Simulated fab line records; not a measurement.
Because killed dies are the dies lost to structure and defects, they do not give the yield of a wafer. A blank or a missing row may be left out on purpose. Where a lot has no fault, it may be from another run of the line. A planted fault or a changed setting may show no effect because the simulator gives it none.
2 desks, one fault ; flow berkeleyCmos170 ; every desk sees just its own numbers, and what lay behind them comes last

## AT THE METROLOGY DESK
Lot by lot, what the gauges showed, no matter which tool ran the lot: averages of those sampled wafers that carry a number. The brackets show how far a lot's mean lies from the usual mean; more than 4 standard deviations puts the lot out of limits, marked OUT.
Columns: A = PWELL_NITRIDE_THK at UCB170_PWELL_THK_MEAS_06, usual 220.0 nm; B = PWELL_TW at UCB170_PWELL_TW_MEAS_17, usual 379; C = cdNm at UCB170_PLDD_CD_MEAS_06, usual 1199.7 nm
lot;first seen here;A;B;C
L674;day 3 00:12;219.3;372;1197.1
L675;day 3 10:47;218.1;372;1199.6
L676;day 3 16:24;218.9;382;1199.7
L677;day 3 19:58;221.1;382;1200.1
L678;day 3 19:58;220.2;372;1199.9
L680;day 4 10:36;220.1;373;1200.6
L684;day 4 19:08;220.3;389;1198.9
L685;day 5 01:43;221.0;388;1201.3
L686;day 5 08:10;217.9;432 (+7.9) OUT;1198.5
L687;day 5 16:01;219.5;372;1200.3
L688;day 5 16:01;224.6;446 (+10) OUT;1200.0
L689;day 5 22:38;218.2;372;1199.5
L696;day 7 14:26;221.5;371;1200.6
L697;day 7 23:34;221.3;387;1201.0
Per this desk, out of limits: L686, L688; the first was L686, day 5 10:35 (PWELL_TW at UCB170_PWELL_TW_MEAS_17). L674, L675, L676, L677, L678, L680, L684, L685, L687, L689, L696, L697 stayed within limits.

## DESK OF THE TOOL OWNER: implanter-01
For each lot that ran on this tool, the mean over its sampled wafers that have a number, from the tool's own readings at UCB170_PWELL_IMPLANT_15. The brackets show how far a lot's mean lies from the usual mean; more than 4 standard deviations puts the lot out of limits, marked OUT.
Columns: A = doseIonsCm2 at UCB170_PWELL_IMPLANT_15, usual 4.999e+12; B = faradayCurrentUA at UCB170_PWELL_IMPLANT_15, usual 15.9
lot;first seen here;A;B
L684;day 4 20:39;4.999e+12;15.8
L685;day 5 03:13;5.003e+12;15.6
L686;day 5 10:20;8.046e+12 (+99 or more) OUT;25.5 (+28) OUT
L688;day 5 17:54;8.049e+12 (+99 or more) OUT;25.4 (+28) OUT
Finding of this desk: L686, L688 out of limits; the first was L686 at day 5 10:20, on doseIonsCm2 at UCB170_PWELL_IMPLANT_15. L684, L685 stayed within limits.

## ALL TOGETHER
The tool owner's desk had the chance to raise an alarm at day 5 10:20 on L686, L688.
An alarm was possible from the metrology desk at day 5 10:35, on L686, L688.
Of the lots named, all ran UCB170_PWELL_IMPLANT_15 on implanter-01.

## WHAT HAD BEEN PUT IN BY THE SIMULATOR
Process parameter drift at UCB170_PWELL_IMPLANT_15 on implanter-01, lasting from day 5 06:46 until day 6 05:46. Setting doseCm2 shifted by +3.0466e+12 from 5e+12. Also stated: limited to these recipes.
Struck lots among those shown: L686, L688.
Delay (hours) between the fault's onset and each desk's first out-of-limits reading: 4 at the tool owner's desk, 4 at the metrology desk.
